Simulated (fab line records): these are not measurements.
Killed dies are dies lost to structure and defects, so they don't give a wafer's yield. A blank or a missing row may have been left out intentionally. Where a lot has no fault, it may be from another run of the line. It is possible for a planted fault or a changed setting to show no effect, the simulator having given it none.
Lot-split experiment ; flow berkeleyCmos170 ; 23 wafers read across 5 lots, on a route 331 steps long

SPLIT DETAILS
At UCB170_PLDD_COAT_01 (resist thk 900 nm), the setting resistThkNm was moved away from the recipe's 900 nm on 8 of the 23 wafers read, by -4.5% to +5.3%. The other wafers ran this setting at the recipe's value.

The reading is taken at the split's own step.

THE READING
KrF_of_PLDD_COAT_01.thkNm (the simulator's own value, which no gauge read), in nm, at UCB170_PLDD_COAT_01 (resist thk 900 nm). The file gives no usual value for it. Here, 15 wafers ran the recipe; their average is 899.8 nm with a standard deviation of 1.5 nm.

wafer;tool, chamber at the split;resistThkNm as run, nm;against the recipe;KrF_of_PLDD_COAT_01.thkNm, nm;against lot-mates on the recipe
L076.1;lithoTrack-03, 0;900;recipe;902.1;-
L076.2;lithoTrack-03, 0;900;recipe;901;-
L076.3;lithoTrack-03, 0;900;recipe;902;-
L076.5;lithoTrack-03, 0;947.3;+5.3%;948;+46.3
L076.6;lithoTrack-03, 0;947.3;+5.3%;945.4;+43.7
L077.1;lithoTrack-02, 0;900;recipe;899;-
L077.2;lithoTrack-02, 0;859.3;-4.5%;855.2;-43.7
L077.4;lithoTrack-02, 0;900;recipe;898.7;-
L077.5;lithoTrack-02, 0;859.3;-4.5%;858.5;-40.4
L077.6;lithoTrack-02, 0;900;recipe;899.1;-
L078.2;lithoTrack-02, 0;900;recipe;900.1;-
L078.3;lithoTrack-02, 0;900;recipe;898.7;-
L078.4;lithoTrack-02, 0;872.6;-3.0%;873.5;-25.4
L078.5;lithoTrack-02, 0;872.6;-3.0%;871.3;-27.6
L078.6;lithoTrack-02, 0;900;recipe;897.9;-
L081.2;lithoTrack-04, 0;900;recipe;900.8;-
L081.3;lithoTrack-04, 0;938;+4.2%;938.5;+37.4
L081.4;lithoTrack-04, 0;900;recipe;900.9;-
L081.5;lithoTrack-04, 0;900;recipe;901.7;-
L081.6;lithoTrack-04, 0;938;+4.2%;937.3;+36.2
L084.3;lithoTrack-02, 0;900;recipe;896.8;-
L084.5;lithoTrack-02, 0;900;recipe;898.7;-
L084.6;lithoTrack-02, 0;900;recipe;900;-

FIT RESULTS
A straight line over all 23 wafers: KrF_of_PLDD_COAT_01.thkNm changes by +9.12 nm for each +1% of resistThkNm; r = +1.00; the points scatter about the line by 1.6 nm.
The same after taking each lot's own level away (the mean of its wafers on the recipe; 23 wafers): +8.82 nm for each +1%; r = +1.00; scatter 1.2 nm.
According to that fit, moving resistThkNm by its largest amount changes the reading by 46 nm.
Measured against the standard deviation above, the lots' own levels, which go from 898.50 to 901.70 nm, span 2.1 times it.
The two slopes agree, so the slope changes little with the lot-to-lot level.
Check: +46 nm against its lot-mates is what the line predicts for one of the wafers moved furthest among these (+5.3%) when that wafer is left out of the fit. Against them it came out at +46.3 nm.

THESE WAFERS: OTHER SPLITS
These wafers also went through other splits before the reading. Each is held against what the fit with the lots' levels taken away leaves over:
other split on the same wafers;wafers away from the commonest value;r with KrF_of_PLDD_COAT_01.thkNm (lot level and that fit taken away)
UCB170_SACOX_OXIDATION_01 tempC;10;+0.07
UCB170_PVT_IMPLANT_07 doseCm2;9;+0.08
UCB170_GATE_EXPOSE_09 doseMj;10;+0.19

THE WHOLE CHAIN: every reading that the file lists as answering this split, in the file's order
step;what it does;reading;change (the file's fit);r (the file's)
UCB170_PLDD_COAT_01;resist thk 900 nm;KrF_of_PLDD_COAT_01.thkNm (the simulator's own value, which no gauge read);+8.81 nm for each +1% of the setting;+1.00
UCB170_PLDD_STRIP_10;strips in O2;stripTimeToEndpointS;withheld for each +1% of the setting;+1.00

FILE'S OWN FIT
KrF_of_PLDD_COAT_01.thkNm changes by +8.81 nm for each +1% of resistThkNm, r = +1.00.
